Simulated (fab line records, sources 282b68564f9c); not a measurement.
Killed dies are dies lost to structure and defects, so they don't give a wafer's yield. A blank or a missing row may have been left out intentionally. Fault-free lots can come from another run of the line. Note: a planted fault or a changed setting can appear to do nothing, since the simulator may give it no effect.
8D (eight disciplines) problem report, filled in by code -- flow rit cmos -- the parts of the form that need people (team, actions taken, sign-off) are left out

== 1. THE ISSUE ==
At RIT_M1_CD_MEAS_09, cd nm averages 2656.1 nm over 6 wafers from 2 lots, while fault-free wafers read 2599.8 nm, standard deviation 2.1. That puts it +27 standard deviations away from the usual mean.
The step: target cd 2600 nm.
The first sign was on wafer L994.2 at day 6 10:22, on cd sem-02. Wafers with a number at this step in the record: 39, from 13 lots. By rule, "out" or "out of limits" means more than 4 standard deviations away from the usual mean. All remaining wafers that have a number are taken as sound.

== 2. WHAT IT IS, AND WHAT IT ISN'T ==
question,is,is not
which readings at this step,cd nm,-
which lots,"L994, L997","L100, L101, L979, L980, L981, L982, L983, L984, L985, L986, L987"
which wafers of those lots,all that have a number,-
read on which gauges,cd sem-02,cd sem-01
when,from day 6 10:22,"up to then (27 sound wafers); but 6 sound wafers of L100, L101 came after"

== 3. THE SUSPECTS, EACH WITH WHAT RULES IT OUT ==
Counting: a tool at a process step up to the reading stays a suspect if it ran every lot that is out and no sound lot after the first of them.
- the gauge at RIT_M1_CD_MEAS_09: kept. All the wafers that are out were read on cd sem-02, and no step on other tools shows them out.
- litho track-04 at RIT_M1_DEVELOP_08 (develop time 68 s): kept. It ran every lot that is out, first L994 (day 6 10:00), and no sound lot after that; its last sound lot up to then is L984 (day 4 09:00).
What counting leaves: litho track-04 at RIT_M1_DEVELOP_08 and cd sem-02 at RIT_M1_CD_MEAS_09.

== 4. THE CAUSE (what the simulator had put in) ==
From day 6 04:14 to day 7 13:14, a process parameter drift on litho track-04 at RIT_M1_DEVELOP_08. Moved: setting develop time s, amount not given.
After counting, 2 suspects remain, this tool included.

== 5. THE EFFECT CHAIN, in route order ==
Each row: a reading whose mean over the struck wafers that have a number lies more than 3 standard deviations from the usual. Only readings for which the record gives a usual standard deviation are gone through. hours: the time from each lot's start at the first step in this table that gives one to its start at this step, as a median over the lots. sigmas: the change in usual standard deviations.
hours,step,reading,usual,on struck wafers,change,sigmas
0,RIT_M1_CD_MEAS_09,cd nm,2599.8 nm,2656.1,+56.3,+27

== 6. WHAT WOULD HAVE CAUGHT IT SOONER ==
In this record the first reading out of limits at a measuring or inspecting step was taken at day 6 10:22, 6 hours after the fault began at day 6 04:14.
Of the lots that are out (2), L997 began RIT_M1_DEVELOP_08 on litho track-04 after day 6 10:22. A tool hold placed at that time would have kept it from harm.
